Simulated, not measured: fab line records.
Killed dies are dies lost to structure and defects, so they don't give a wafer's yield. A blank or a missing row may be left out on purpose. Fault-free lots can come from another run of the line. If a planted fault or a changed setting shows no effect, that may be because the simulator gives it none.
2 desks, one fault || flow berkeleyCmos170 || what lay behind the numbers comes last; until then each desk has only its own

## THE METROLOGY DESK
Means of the sampled wafers that have a number, per lot and without regard to the tool the lot ran on: this is what the gauges read. The brackets show how far a lot's mean lies from the usual mean; more than 4 standard deviations puts the lot out of limits, marked OUT.
Columns: A = V1_POLISHED_THK at UCB170_V1_THK_MEAS_04, usual 1000.1 nm
{"lot": "L835", "first seen here": "day 7 20:38", "A": 998.6}
{"lot": "L836", "first seen here": "day 8 14:10", "A": 1000.4}
{"lot": "L837", "first seen here": "day 8 21:33", "A": 999.8}
{"lot": "L840", "first seen here": "day 8 23:55", "A": 1000.5}
{"lot": "L838", "first seen here": "day 9 01:14", "A": 998.4}
{"lot": "L839", "first seen here": "day 9 01:14", "A": 1000.2}
{"lot": "L843", "first seen here": "day 10 04:02", "A": 1000.3}
{"lot": "L844", "first seen here": "day 10 05:21", "A": 998.4}
{"lot": "L846", "first seen here": "day 11 01:47", "A": 1002.0}
{"lot": "L848", "first seen here": "day 11 09:54", "A": 1001.1}
{"lot": "L852", "first seen here": "day 12 01:20", "A": 999.7}
{"lot": "L857", "first seen here": "day 12 10:51", "A": 999.0}
{"lot": "L855", "first seen here": "day 12 13:34", "A": 1002.7}
This desk's verdict: no lot among the 13 shows anything out of limits.

## AT THE TOOL OWNER'S DESK: plasmaAsher-03
The tool's own readings at UCB170_GATE_STRIP_16 (strips in O2): means of the sampled wafers that have a number, for each lot that ran on this tool. The brackets show how far a lot's mean lies from the usual mean; more than 4 standard deviations puts the lot out of limits, marked OUT.
Columns: A = drypumpMotorCurrentA at UCB170_GATE_STRIP_16, usual 5.7 A; B = oesProductAu at UCB170_GATE_STRIP_16, usual 0.724 a.u.
{"lot": "L836", "first seen here": "day 7 15:07", "A": 5.5, "B": 0.721}
{"lot": "L840", "first seen here": "day 7 20:00", "A": 5.6, "B": 0.724}
{"lot": "L839", "first seen here": "day 7 20:14", "A": 5.8, "B": 0.728}
{"lot": "L844", "first seen here": "day 9 01:48", "A": 5.5, "B": 0.727}
{"lot": "L846", "first seen here": "day 9 18:33", "A": 5.4, "B": 0.724}
{"lot": "L848", "first seen here": "day 10 05:11", "A": 5.6, "B": 0.722}
This desk's verdict: no lot among the 6 shows anything out of limits.

## ALL TOGETHER
Metrology desk: nothing out of limits seen.
The desk of the tool owner found nothing out of limits.

## WHAT HAD BEEN PUT IN BY THE SIMULATOR
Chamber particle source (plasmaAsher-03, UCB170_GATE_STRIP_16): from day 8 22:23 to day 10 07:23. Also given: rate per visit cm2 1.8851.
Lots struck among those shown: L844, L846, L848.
